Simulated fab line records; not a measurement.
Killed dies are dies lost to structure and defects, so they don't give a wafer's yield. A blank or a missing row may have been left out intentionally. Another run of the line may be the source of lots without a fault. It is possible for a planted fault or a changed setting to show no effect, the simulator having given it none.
fab line records -- flow ritCmos
record: lots: 5, wafers: 15, lastDay: 7
route steps=202 shown PWELL@48 WELLDRIVE@50 NWELL@51 NRETRO@53
lots that met no fault: from a run of the same line without faults
startH: start of the lot's first displayed wafer, in hours after the record's first day -- waitH: hours elapsed since this lot's preceding step -- " same as the row above -- L1.1+2: a row that stands for several wafers -- - value missing, or start not given -- * or withheld: withheld -- < > ~ a bound
route shown NAME@n: NAME is a module with steps in the file, n the number in the route of the first one -- usual: mean/standard deviation taken from wafers without a fault -- same: alike in all rows -- chamber/n: place in a boat -- sites: per-site readings -- _std_site: their standard deviation -- _edge_site: outer sites' mean less inner sites' -- radiusMm: for every site, how far away it sits from the centre of the wafer -- mask NAME#n: copy n -- behind: tool/chamber where the wafer was last shaped -- hold: reason for holding the lot/hours on hold/outcome of the hold -- device: the n, p or np transistor that did not switch -- end of line: the same wafers' tests at the end of the route -- a step with no rows: only its recipe -- killed: dies lost to structure and defects at the first sort, not the wafer's yield -- map: shows each die of a wafer: x if killed, . if not, _ if none is there
set.NAME: the run value of the setting; set.NAME@STEP: its run value at that earlier step -- model.NAME: the simulator's own value behind a step, which no gauge read
certain route steps with their lots: each step a table, each wafer a row
services: a tool's chamber out of use, with start hour (startH, from the record's first day; less than 0 if before it), hours out, and reason
== steps ==
step: RIT_PWELL_STRIP_09
recipe: chemistry: O2, timeS: 180, resist: NOVOLAK, platenTempC: withheld, powerW: 500, pressureMtorr: 4000, o2FlowSccm: 4000
usual: drypumpMotorCurrentA: 5.6/0.4
lot.wafer,tool,chamber,startH,waitH,drypumpMotorCurrentA,rfHoursCounterH
L080.1,plasmaAsher-04,1,55.71,0.1,5.9,43
L080.2,plasmaAsher-04,0,55.71,0.1,6.0,43
L080.6,plasmaAsher-04,0,55.71,0.1,6.0,-
L083.1,plasmaAsher-03,0,70.33,0.1,5.2,28
L083.5,plasmaAsher-03,1,70.33,0.1,5.1,-
L083.6,plasmaAsher-03,0,70.33,0.1,5.2,-
L085.2,plasmaAsher-03,1,80.47,0.1,5.1,29
L085.3,plasmaAsher-03,0,80.47,0.1,5.2,-
L085.6,plasmaAsher-03,1,80.47,0.1,5.1,-
L089.2,plasmaAsher-01,1,104.11,0.1,5.7,40
L089.3,plasmaAsher-01,1,104.11,0.1,5.7,-
L089.4,plasmaAsher-01,0,104.11,0.1,5.9,-
L094.1,plasmaAsher-01,0,124.13,0.1,5.9,43
L094.2,plasmaAsher-01,1,124.13,0.1,5.7,43
L094.4,plasmaAsher-01,1,124.13,0.1,5.7,-
step: RIT_PWELL_TW_MEAS_10
usual: PWELL_TW: 951/6.8
lot.wafer,tool,chamber,startH,waitH,PWELL_TW
L080.1,filmMetro-04,-,55.88,0.1,946
L080.2,filmMetro-04,-,55.88,0.1,943
L080.6,filmMetro-04,-,55.88,0.1,946
L083.1,filmMetro-01,-,70.51,0.1,957
L083.5,filmMetro-01,-,70.51,0.1,960
L083.6,filmMetro-01,-,70.51,0.1,962
L085.2,filmMetro-02,-,80.65,0.1,953
L085.3,filmMetro-02,-,80.65,0.1,957
L085.6,filmMetro-02,-,80.65,0.1,950
L089.2,filmMetro-04,-,104.30,0.1,945
L089.3,filmMetro-04,-,104.30,0.1,947
L089.4,filmMetro-04,-,104.30,0.1,952
L094.1,filmMetro-02,-,124.30,0.1,947
L094.2,filmMetro-02,-,124.30,0.1,951
L094.4,filmMetro-02,-,124.30,0.1,951
step: RIT_WELLDRIVE_ANNEAL_00
recipe: tempC: 1100, timeS: 14700, ambient: N2
usual: zonePowerCentrePct: 56.9/2.5
lot.wafer,tool,chamber,startH,waitH,zonePowerCentrePct
L080.1,furnace-01,0,57.65,1.8,54.9
L080.2,furnace-01,0,57.65,1.8,54.7
L080.6,furnace-01,0,57.65,1.8,55.3
L083.1,furnace-03,0,70.57,0.1,55.6
L083.5,furnace-03,0,70.57,0.1,55.5
L083.6,furnace-03,0,70.57,0.1,56.4
L085.2,furnace-04,0,80.88,0.2,59.2
L085.3,furnace-04,0,80.88,0.2,62.0
L085.6,furnace-04,0,80.88,0.2,60.6
L089.2,furnace-01,0,105.37,1.1,54.7
L089.3,furnace-01,0,105.37,1.1,54.5
L089.4,furnace-01,0,105.37,1.1,55.8
L094.1,furnace-03,0,124.36,0.1,56.2
L094.2,furnace-03,0,124.36,0.1,56.0
L094.4,furnace-03,0,124.36,0.1,56.2
step: RIT_WELLDRIVE_RS_MEAS_01
recipe: thkMeasGauge: four-point-probe
usual: NWELL_RS: 275.6/0.78
lot.wafer,tool,chamber,startH,waitH,NWELL_RS[ohm/sq]
L080.1,filmMetro-02,-,62.74,0.0,276.6
L080.2,filmMetro-02,-,62.74,0.0,276.7
L080.6,filmMetro-02,-,62.74,0.0,276.3
L083.1,filmMetro-01,-,75.65,0.0,274.6
L083.5,filmMetro-01,-,75.65,0.0,274.5
L083.6,filmMetro-01,-,75.65,0.0,274.4
L085.2,filmMetro-01,-,85.98,0.0,276.8
L085.3,filmMetro-01,-,85.98,0.0,276.6
L085.6,filmMetro-01,-,85.98,0.0,276.7
L089.2,filmMetro-02,-,110.48,0.0,275.3
L089.3,filmMetro-02,-,110.48,0.0,275.8
L089.4,filmMetro-02,-,110.48,0.0,274.6
L094.1,filmMetro-02,-,129.45,0.0,275.8
L094.2,filmMetro-02,-,129.45,0.0,275.4
L094.4,filmMetro-02,-,129.45,0.0,275.5
step: RIT_WELLDRIVE_RS_MEAS_02
recipe: thkMeasGauge: four-point-probe
usual: PWELL_RS: 429.1/1.2
lot.wafer,tool,chamber,startH,waitH,PWELL_RS[ohm/sq]
L080.1,filmMetro-02,-,62.86,0.1,428.8
L080.2,filmMetro-02,-,62.86,0.1,428.9
L080.6,filmMetro-02,-,62.86,0.1,427.8
L083.1,filmMetro-01,-,75.77,0.1,429.4
L083.5,filmMetro-01,-,75.77,0.1,428.1
L083.6,filmMetro-01,-,75.77,0.1,428.2
L085.2,filmMetro-01,-,86.10,0.1,431.0
L085.3,filmMetro-01,-,86.10,0.1,430.8
L085.6,filmMetro-01,-,86.10,0.1,430.6
L089.2,filmMetro-02,-,110.60,0.1,428.7
L089.3,filmMetro-02,-,110.60,0.1,427.0
L089.4,filmMetro-02,-,110.60,0.1,426.2
L094.1,filmMetro-02,-,129.57,0.1,428.6
L094.2,filmMetro-02,-,129.57,0.1,428.1
L094.4,filmMetro-02,-,129.57,0.1,428.9
step: RIT_NRETRO_HMDS_00
recipe: primeTimeS: 60, primeTempC: 140
lot.wafer,tool,chamber,startH,waitH
L080.1+2+6,lithoTrack-03,0,62.98,0.1
L083.1+5+6,lithoTrack-02,0,75.89,0.1
L085.2+3+6,lithoTrack-03,0,86.23,0.1
L089.2+3+4,lithoTrack-01,0,110.72,0.1
L094.1+2+4,lithoTrack-03,0,129.69,0.1
step: RIT_NRETRO_COAT_01
recipe: resist: NOVOLAK, spinRpm: 2048, resistThkNm: 1300
lot.wafer,tool,chamber,startH,waitH
L080.1+2+6,lithoTrack-03,0,63.13,0.1
L083.1+5+6,lithoTrack-02,0,76.04,0.1
L085.2+3+6,lithoTrack-03,0,86.38,0.1
L089.2+3+4,lithoTrack-01,0,110.87,0.1
L094.1+2+4,lithoTrack-03,0,129.84,0.1
step: RIT_NRETRO_SOFTBAKE_02
recipe: resist: NOVOLAK, tempC: 90, timeS: 60
lot.wafer,tool,chamber,startH,waitH
L080.1+2+6,lithoTrack-03,0,63.28,0.1
L083.1+5+6,lithoTrack-02,0,76.19,0.1
L085.2+3+6,lithoTrack-03,0,86.53,0.1
L089.2+3+4,lithoTrack-01,0,111.02,0.1
L094.1+2+4,lithoTrack-03,0,129.99,0.1
step: RIT_NRETRO_EXPOSE_03
recipe: maskId: M4, na: 0.57, targetCdNm: 43900, doseMj: 250
usual: exposureDoseMJCm2: 249.96/0.27
lot.wafer,tool,chamber,startH,waitH,mask,exposureDoseMJCm2
L080.1,ilineStepper-01,0,63.55,0.2,M4#0,249.87
L080.2,ilineStepper-01,0,63.55,0.2,M4#0,249.77
L080.6,ilineStepper-01,0,63.55,0.2,M4#0,249.82
L083.1,ilineStepper-01,0,76.47,0.2,M4#0,249.94
L083.5,ilineStepper-01,0,76.47,0.2,M4#0,250.06
L083.6,ilineStepper-01,0,76.47,0.2,M4#0,250.05
L085.2,ilineStepper-01,0,86.67,0.1,M4#0,249.92
L085.3,ilineStepper-01,0,86.67,0.1,M4#0,249.92
L085.6,ilineStepper-01,0,86.67,0.1,M4#0,250.13
L089.2,ilineStepper-02,0,111.17,0.1,M4#0,249.58
L089.3,ilineStepper-02,0,111.17,0.1,M4#0,249.75
L089.4,ilineStepper-02,0,111.17,0.1,M4#0,249.95
L094.1,ilineStepper-02,0,130.14,0.1,M4#0,250.06
L094.2,ilineStepper-02,0,130.14,0.1,M4#0,249.74
L094.4,ilineStepper-02,0,130.14,0.1,M4#0,250.25
== services ==
tool,chamber,startH,hours,kind
ilineStepper-01,-,47.78,4.4,pm
plasmaAsher-03,-,52.89,14.6,pm
furnace-04,-,56.09,3.5,pm
ilineStepper-02,0,60.51,-,calibration
ilineStepper-01,0,70.12,-,calibration
ilineStepper-02,-,71.35,1.7,pm
furnace-04,-,91.76,11.7,pm
lithoTrack-02,-,93.02,-,consumableReplace:filter
ilineStepper-01,-,96.26,3.8,repair
plasmaAsher-04,-,108.75,9.0,pm
plasmaAsher-04,0,108.75,9.0,ventCycle
plasmaAsher-04,1,108.75,9.0,ventCycle
ilineStepper-02,-,112.83,4.4,pm
plasmaAsher-04,0,117.75,-,clean
plasmaAsher-04,1,117.75,-,clean
== key ==
fault none
